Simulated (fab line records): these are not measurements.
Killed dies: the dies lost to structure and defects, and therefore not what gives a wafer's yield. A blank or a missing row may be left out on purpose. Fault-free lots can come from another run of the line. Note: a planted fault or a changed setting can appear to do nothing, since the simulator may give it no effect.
Struck lot and sound lot, side by side -- flow ritCmos -- 10 out of 202 route steps
Sound: these wafers, L156.1, L156.2, L156.4. Wafers L166.2, L166.5, L166.6 were the ones struck. The cause is named last.
Order at every step that has rows: each side's tool, ch and its chambers, its first start. Under that, the readings that differ: sound wafers -- struck wafers -- difference of the means -- sigmas: that difference in standard deviations of wafers without a fault.
alike: same words and numbers on both sides, and readings whose means sit less than 2 such deviations apart. not compared: any withheld reading, any reading some wafer has no value for, any bound like >300 that may hide the same value, and any number with overlapping values for which the record gives no deviation.
Wherever a step has rows on one side only, a row that says differs or no value, or a row with sigmas, the two part there. Numbers that have no deviation but don't overlap get no sigmas and don't part them. A reading missing from all wafers of one side parts the sides only when that side holds two or more wafers.

RIT_ACTIVE_BOW_MEAS_00:
  sound on filmMetro-02 at day 1 15:00; struck on filmMetro-02 at day 3 17:01
  alike: INCOMING_BOW
then, 1 step without rows for these wafers: RIT_ACTIVE_OXIDATION_01 (target thk 46.8 nm, ox time 3360 s).
RIT_ACTIVE_THK_MEAS_02:
  sound on filmMetro-04 at day 1 17:03; struck on filmMetro-02 at day 3 19:04
  alike: ACTIVE_OXIDE_THK
then, 1 step without rows for these wafers: RIT_ACTIVE_CVD_03 (deposits Si3N4 from SiH2Cl2/NH3, target thk 150 nm, time 1500 s).
RIT_ACTIVE_THK_MEAS_04:
  sound on filmMetro-03 at day 1 18:32; struck on filmMetro-03 at day 3 20:32
  alike: ACTIVE_NITRIDE_THK
then, 2 steps without rows for these wafers: RIT_ACTIVE_HMDS_05 (prime time 60 s); RIT_ACTIVE_COAT_06 (resist thk 1007 nm).
RIT_ACTIVE_SOFTBAKE_07: time 60 s.
  sound on lithoTrack-04 ch 0, day 1 18:53; struck on lithoTrack-04 ch 0, day 3 20:55
reading,sound,struck,difference,sigmas
heaterPowerTotalW (W),34.67 34.55 34.61,34.14 34.17 34.06,-0.49,-10
plateTempC (C),89.89 89.84 90.09,89.21 89.26 89.17,-0.73,-6
  alike: chillPlateTempC
then, 1 step without rows for these wafers: RIT_ACTIVE_EXPOSE_08 (exposes mask M1, target cd 1400 nm).
RIT_M1_PROBE_99:
  sound on prober-01 at day 3 16:14; struck on prober-02 at day 5 20:22
  alike: killedAtContacts, killedAtFrontEnd, killedDies, killedOpen, killedShort

## WHERE THEY PART
RIT_ACTIVE_SOFTBAKE_07 only, going by this record. Later steps at which nothing parts them and some readings are alike: RIT_M1_PROBE_99.

WHY: what the simulator had put in
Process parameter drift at RIT_ACTIVE_SOFTBAKE_07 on lithoTrack-04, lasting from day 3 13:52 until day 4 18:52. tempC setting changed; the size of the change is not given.
